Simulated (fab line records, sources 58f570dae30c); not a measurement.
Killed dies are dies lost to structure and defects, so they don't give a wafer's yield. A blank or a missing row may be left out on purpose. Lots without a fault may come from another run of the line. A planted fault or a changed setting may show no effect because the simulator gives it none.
Which tool did it? | flow berkeley_cmos170 | 7 lots, 21 wafers sampled, at 3 steps of a route of 331

WHAT THE GAUGES READ, wafer by wafer
UCB170_CONTACT_CD_MEAS_90: target cd 700 nm.
lot  | measured     | on        | cd_nm (nm)
L470 | day 8 19:37  | cd_sem-01 | 701.2 703.1 700.5
L473 | day 9 16:26  | cd_sem-02 | 698.0 697.3 697.8
L474 | day 9 18:53  | cd_sem-02 | - - -
L478 | day 10 15:47 | cd_sem-02 | 699.4 700.9 698.8
L488 | day 12 18:27 | cd_sem-02 | 701.3 699.5 697.2
L489 | day 12 14:05 | cd_sem-02 | 699.3 698.0 698.9
L492 | day 12 19:07 | cd_sem-01 | 702.3 700.2 702.0

WHICH TOOL RAN EACH LOT (tool, then ch and the chambers of the sampled wafers, then the start)
lot  | UCB170_SDANNEAL_RTA_00           | UCB170_CONTACT_CVD_01
L470 | rtp_anneal-01 ch 0, day 8 14:25  | lpcvd-01 ch 0, day 8 15:38
L473 | rtp_anneal-02 ch 0, day 9 09:29  | lpcvd-02 ch 0, day 9 11:09
L474 | rtp_anneal-02 ch 0, day 9 10:06  | lpcvd-02 ch 1, day 9 12:56
L478 | rtp_anneal-01 ch 0, day 10 09:49 | lpcvd-01 ch 0, day 10 10:56
L488 | rtp_anneal-02 ch 0, day 12 09:16 | lpcvd-01 ch 0, day 12 12:20
L489 | rtp_anneal-02 ch 0, day 12 08:42 | lpcvd-01 ch 0, day 12 10:03
L492 | rtp_anneal-02 ch 0, day 12 11:41 | lpcvd-02 ch 0, day 12 14:50
- UCB170_SDANNEAL_RTA_00: time 10 s.
- UCB170_CONTACT_CVD_01: deposits PSG from SiH4/O2/PH3, target thk 700 nm, time 2820 s.

THE ANSWER, worked out from the rows above alone
Rule: what is usual is taken from the lots themselves. Put in order of their means at a reading, lots are off if they are a third of the lots or fewer, leave a main group of 4 or more, and stand apart from it by a gap of 3 or more times the standard deviation of the main group's means; of several such gaps the widest counts. A main group whose means are all the same, to the digits that the tables above print for the reading, isn't used. A lot without any number at a reading at which 4 lots or more have one is off too. The other lots that the step has rows for count as sound.
Off: L474, at UCB170_CONTACT_CD_MEAS_90 (cd_nm). Without a number there: L474. The main group: mean 699.8 nm, standard deviation 1.4.
A tool fits if, at a process step before that reading, it ran every lot that is off, and no sound lot after the first of them. The gauges at UCB170_CONTACT_CD_MEAS_90 are tried like those tools. None of those tried fits.

WHAT THE SIMULATOR HAD PUT IN
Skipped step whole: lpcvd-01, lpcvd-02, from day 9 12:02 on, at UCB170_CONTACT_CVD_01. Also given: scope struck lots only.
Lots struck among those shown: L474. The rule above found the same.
